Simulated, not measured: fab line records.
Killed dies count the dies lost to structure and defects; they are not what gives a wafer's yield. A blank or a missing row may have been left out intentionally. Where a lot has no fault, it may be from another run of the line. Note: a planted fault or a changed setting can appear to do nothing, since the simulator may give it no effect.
Split-lot experiment ; flow berkeleyCmos170 ; 5 lots, 23 wafers read, on a route of 331 steps

THE SPLIT
At UCB170_M1_COAT_04 (resist thk 900 nm), the setting resistThkNm was moved away from the recipe's 900 nm on 5 of the 23 wafers read, by -5.1% to +3.2%. This setting was run at the recipe's value on the other wafers.

FROM THE SPLIT TO THE READING: what the file shows between them, 3 steps
- UCB170_M1_SOFTBAKE_05: time 60 s
- UCB170_M1_EXPOSE_06: exposes mask METAL1, target cd 700 nm
- UCB170_M1_ETCH_11: etches BARC in N2/H2

THE READING
KrF_of_M1_COAT_04.thkNm (the simulator's own value, which no gauge read), in nm, at UCB170_M1_METAL_ETCH_12 (etches Al in Cl2/BCl3, stops on PSG, target depth 780 nm, time 130 s). The file does not state a usual value for it. Here, 18 wafers ran the recipe; their average is 435.2 nm with a standard deviation of 5.3 nm.

wafer;tool, chamber at the split;resistThkNm as run, nm;against the recipe;KrF_of_M1_COAT_04.thkNm, nm;against lot-mates on the recipe
L078.1;lithoTrack-01, 0;854.3;-5.1%;385.7;-45.7
L078.2;lithoTrack-01, 0;900;recipe;432.5;-
L078.3;lithoTrack-01, 0;854.3;-5.1%;379.3;-52.1
L078.5;lithoTrack-01, 0;900;recipe;430.3;-
L078.6;lithoTrack-01, 0;854.3;-5.1%;381.1;-50.3
L075.1;lithoTrack-02, 0;900;recipe;450.3;-
L075.2;lithoTrack-02, 0;900;recipe;439.1;-
L075.4;lithoTrack-02, 0;929.2;+3.2%;479.5;+36.0
L075.5;lithoTrack-02, 0;900;recipe;441.2;-
L075.6;lithoTrack-02, 0;929.2;+3.2%;475.2;+31.7
L081.1;lithoTrack-02, 0;900;recipe;435.1;-
L081.2;lithoTrack-02, 0;900;recipe;429.1;-
L081.3;lithoTrack-02, 0;900;recipe;430.6;-
L081.4;lithoTrack-02, 0;900;recipe;433.7;-
L081.5;lithoTrack-02, 0;900;recipe;433.7;-
L080.1;lithoTrack-01, 0;900;recipe;439.6;-
L080.3;lithoTrack-01, 0;900;recipe;430.1;-
L080.6;lithoTrack-01, 0;900;recipe;442.1;-
L083.1;lithoTrack-01, 0;900;recipe;433.9;-
L083.2;lithoTrack-01, 0;900;recipe;435.7;-
L083.3;lithoTrack-01, 0;900;recipe;434.1;-
L083.4;lithoTrack-01, 0;900;recipe;432.4;-
L083.5;lithoTrack-01, 0;900;recipe;430.7;-

THE FIT
A straight line over all 23 wafers: KrF_of_M1_COAT_04.thkNm changes by +11.1 nm for each +1% of resistThkNm; r = +0.97; the points scatter about the line by 5.4 nm.
The same after taking each lot's own level away (the mean of its wafers on the recipe; 23 wafers): +9.9 nm for each +1%; r = +0.99; scatter 3.3 nm.
On that fit, the largest move of resistThkNm shifts the reading by 50 nm.
Measured against the standard deviation above, the lots' own levels, which go from 431.40 to 443.53 nm, span 2.3 times it.
So the lot-to-lot level changes the slope: the two fits differ.
Check: -51.6 nm against its lot-mates is what the line predicts for one of the wafers moved furthest among these (-5.1%) when that wafer is left out of the fit. It came out at -45.7 nm against them.

FURTHER SPLITS ON THESE WAFERS
Note: prior to the reading, these wafers also went through further splits. Each is held against what the fit with the lots' levels taken away leaves over:
other split on the same wafers;wafers away from the commonest value;r with KrF_of_M1_COAT_04.thkNm (lot level and that fit taken away)
UCB170_NSD_COAT_01 resistThkNm;4;-0.15
UCB170_SILICIDE_SPUTTER_01 powerW;6;-0.28
UCB170_CONTACT_CVD_01 sih4FlowSccm;15;-0.01
UCB170_CONTACT_ETCH_18 rfW;6;+0.15

THE WHOLE CHAIN: every reading that the file lists as answering this split, in the file's order
step;what it does;reading;change (the file's fit);r (the file's)
UCB170_M1_COAT_04;resist thk 900 nm;KrF_of_M1_COAT_04.thkNm (the simulator's own value, which no gauge read);+8.91 nm for each +1% of the setting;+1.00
UCB170_M1_METAL_ETCH_12;etches Al in Cl2/BCl3, stops on PSG, target depth 780 nm, time 130 s;KrF_of_M1_COAT_04.thkNm (the simulator's own value, which no gauge read);+9.93 nm for each +1% of the setting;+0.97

FILE'S OWN FIT
KrF_of_M1_COAT_04.thkNm changes by +9.93 nm for each +1% of resistThkNm, r = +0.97.
